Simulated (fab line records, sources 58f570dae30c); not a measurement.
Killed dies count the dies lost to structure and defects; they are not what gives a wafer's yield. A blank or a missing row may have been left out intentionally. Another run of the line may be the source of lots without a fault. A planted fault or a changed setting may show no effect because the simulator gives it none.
Comparing a struck lot with a sound one    flow berkeleyCmos170    20 steps out of a route of 331
Sound: the wafers L543.1, L543.3, L543.5. Wafers L560.2, L560.3, L560.6 were the ones struck. The cause comes at the end.
For every step that has rows: the tool of each side, followed by ch and its chambers, followed by its first start. Under that, the readings that differ: sound wafers    struck wafers    difference of the means    sigmas: that difference in standard deviations of wafers without a fault.
alike: same words and numbers on both sides, and readings whose means sit less than 2 such deviations apart. not compared: any withheld reading, any reading some wafer has no value for, any bound like >300 that may hide the same value, and any number with overlapping values for which the record gives no deviation.
A row with sigmas, a row that says differs or no value, or rows on one side alone: a step with any of these is where the two part. When numbers do not overlap yet have no deviation, they are printed without sigmas and do not part them. Lack of a reading on every wafer of one side parts them only where that side has two or more wafers.

first, 1 step without rows for these wafers: UCB170_FIELD_WET_ETCH_06 (etches SiO2 in BOE, time 22 s).
UCB170_FIELD_THK_MEAS_90:
  sound on filmMetro-01 at day 5 06:13; struck on filmMetro-01 at day 8 07:37
  alike: FIELD_OXIDE_LEFT_1_THK
then, 2 steps without rows for these wafers: UCB170_SACOX_CLEAN_00 (cleans in dHF, time 7.5 s); UCB170_SACOX_OXIDATION_01 (target thk 14.4 nm, ox time 2400 s).
UCB170_SACOX_THK_MEAS_02:
  sound on filmMetro-01 at day 5 11:23; struck on filmMetro-01 at day 8 13:37
  alike: SACOX_OXIDE_THK
then, 2 steps without rows for these wafers: UCB170_SCREENOX_WET_ETCH_00 (etches SiO2 in dHF, time 200 s); UCB170_SCREENOX_OXIDATION_01 (target thk 14.4 nm, ox time 2400 s).
UCB170_SCREENOX_THK_MEAS_02:
  sound on filmMetro-04 at day 5 16:10; struck on filmMetro-02 at day 8 17:41
  alike: SCREENOX_OXIDE_THK
then, 4 steps without rows for these wafers: UCB170_SCREENOX_ANNEAL_03 (time 900 s); UCB170_NVT_HMDS_00 (prime time 60 s); UCB170_NVT_COAT_01 (resist thk 900 nm); UCB170_NVT_SOFTBAKE_02 (time 60 s).
UCB170_NVT_EXPOSE_03: exposes mask PWELL, target cd 3000 nm.
  sound on krfScanner-01 ch 0, day 5 22:00; struck on krfScanner-01 ch 0, day 8 23:22
reading  sound                    struck                   difference  sigmas
mask     PWELL#0 PWELL#0 PWELL#0  NWELL#0 NWELL#0 NWELL#0  differs     
then, 2 steps without rows for these wafers: UCB170_NVT_PEB_04; UCB170_NVT_DEVELOP_05 (develop time 45 s).
UCB170_NVT_OVL_MEAS_06:
  sound on overlay-02 at day 5 22:40; struck on overlay-01 at day 8 23:44
reading       sound    struck  difference                     sigmas
NVT_OVL (nm)  8 10 10  - - -   no value on the struck wafers  
following that, these wafers have no rows for 1 step: UCB170_NVT_IMPLANT_07.
UCB170_NVT_STRIP_08: strips in O2.
  sound on plasmaAsher-01 ch 0,1, day 5 22:50; struck on plasmaAsher-02 ch 0,1, day 8 23:55
  alike: chamberPressureMTorr, drypumpMotorCurrentA, oesProductAu, stripTimeToEndpointS
  not compared: rfHoursCounterH
UCB170_NVT_TW_MEAS_09:
  sound on filmMetro-01 at day 5 22:56; struck on filmMetro-02 at day 9 00:02
reading  sound              struck          difference  sigmas
NVT_TW   525.1 524.0 524.5  30.2 30.3 30.1  -494.3      -99 or more
then, 1 step without rows for these wafers: UCB170_NVT_CLEAN_10 (cleans in SPM, time 600 s).

## WHERE THEY PART
First at UCB170_NVT_EXPOSE_03; last, within this record, at UCB170_NVT_TW_MEAS_09.

WHY: what had been put in by the simulator
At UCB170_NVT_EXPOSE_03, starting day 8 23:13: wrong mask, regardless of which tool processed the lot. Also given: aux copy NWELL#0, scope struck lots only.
